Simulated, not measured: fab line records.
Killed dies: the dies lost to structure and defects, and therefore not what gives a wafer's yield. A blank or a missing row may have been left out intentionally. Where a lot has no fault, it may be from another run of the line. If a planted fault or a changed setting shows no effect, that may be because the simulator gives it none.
Struck lot and sound lot, side by side ; flow ritCmos ; 15 out of 202 route steps
Sound: wafers L221.2, L221.3, L221.6. The struck wafers were L232.2, L232.3, L232.5. The cause comes at the end.
Per side, at each step with rows, come the tool, then ch with its chambers, and then its first start. Under that, the readings that differ: sound wafers ; struck wafers ; difference of the means ; sigmas: that difference in standard deviations of wafers without a fault.
alike: words and numbers the same on both sides, and readings whose means are apart by under 2 such deviations; not compared: readings that were withheld, readings missing a value for some wafer, numbers with overlapping values and no deviation given by the record, and bounds like >300 which may hide the same value.
Wherever a step has rows on one side only, a row that says differs or no value, or a row with sigmas, the two part there. Numbers that have no deviation but don't overlap get no sigmas and don't part them. Lack of a reading on every wafer of one side parts them only where that side has two or more wafers.

RIT_SDANNEAL_RS_MEAS_07: a four-point-probe measurement.
  struck on filmMetro-01, day 6 13:47; sound on filmMetro-02, day 4 04:56
  alike: NLDD_RS
then, 1 step without rows for these wafers: RIT_SILICIDE_WET_ETCH_00 (etches SiO2 in BOE, target depth 14 nm, time 15 s).
RIT_SILICIDE_SPUTTER_01: material Ti, target thk 30 nm, time 240 s.
  struck on pvdSputter-02, day 6 13:54; sound on pvdSputter-03, day 4 05:02
  alike: cathodeDcPowerW, throttleValvePct
RIT_SILICIDE_RS_MEAS_02: a four-point-probe measurement.
  struck on filmMetro-04, day 6 14:04; sound on filmMetro-02, day 4 05:13
  alike: SILICIDE_TI_RS
RIT_SILICIDE_THK_MEAS_03: measures by xrf.
  struck on filmMetro-04, day 6 14:11; sound on filmMetro-02, day 4 05:19
  alike: SILICIDE_TI_THK
RIT_SILICIDE_RTA_04: time 10 s, ramp up 5 s, ramp down 5 s.
  sound on rtpAnneal-02 ch 0, day 4 05:23; struck on rtpAnneal-01 ch 0, day 6 14:15
  alike: wafer_temp_C_max
then, 1 step without rows for these wafers: RIT_SILICIDE_WET_ETCH_05 (etches Ti in SPM, time 120 s).
RIT_SILICIDE_RTA_06: time 10 s, ramp up 5 s, ramp down 10 s.
  sound on rtpAnneal-01 ch 0, day 4 05:29; struck on rtpAnneal-02 ch 0, day 6 14:21
  alike: wafer_temp_C_max
RIT_CONTACT_CVD_00: deposits SiO2 from TEOS, target thk 400 nm, time 61 s.
  sound on pecvd-04 ch 0,1,2, day 4 05:33; struck on pecvd-01 ch 0,2, day 6 14:25
  alike: heaterPowerW, rfFwdPowerW
RIT_CONTACT_THK_MEAS_01:
  struck on filmMetro-03, day 6 14:28; sound on filmMetro-03, day 4 05:37
  alike: CONTACT_TEOS_THK
then, 2 steps without rows for these wafers: RIT_CONTACT_HMDS_02 (prime time 60 s); RIT_CONTACT_COAT_03 (resist thk 1000 nm).
RIT_CONTACT_SOFTBAKE_04: time 60 s.
  sound on lithoTrack-04 ch 0, day 4 05:59; struck on lithoTrack-03 ch 0, day 6 14:51
reading;sound;struck;difference;sigmas
runLengthS (s);89.33 89.51 89.52;92.00 92.00 91.91;+2.52;+12
then, 1 step without rows for these wafers: RIT_CONTACT_EXPOSE_05 (exposes mask M11, target cd 1000 nm).
RIT_M1_PROBE_99:
  struck on prober-01, day 6 20:47; sound on prober-02, day 4 12:30
  alike: killed_at_M0_to_M3, killedAtFrontEnd, killedDies, killedOpen, killedShort

== WHERE THEY PART ==
Only at RIT_CONTACT_SOFTBAKE_04, as far as this record shows. Later steps at which nothing parts them and some readings are alike: RIT_M1_PROBE_99.

WHY: the cause the simulator had injected
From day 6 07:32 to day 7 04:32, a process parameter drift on lithoTrack-03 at RIT_CONTACT_SOFTBAKE_04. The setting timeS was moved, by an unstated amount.
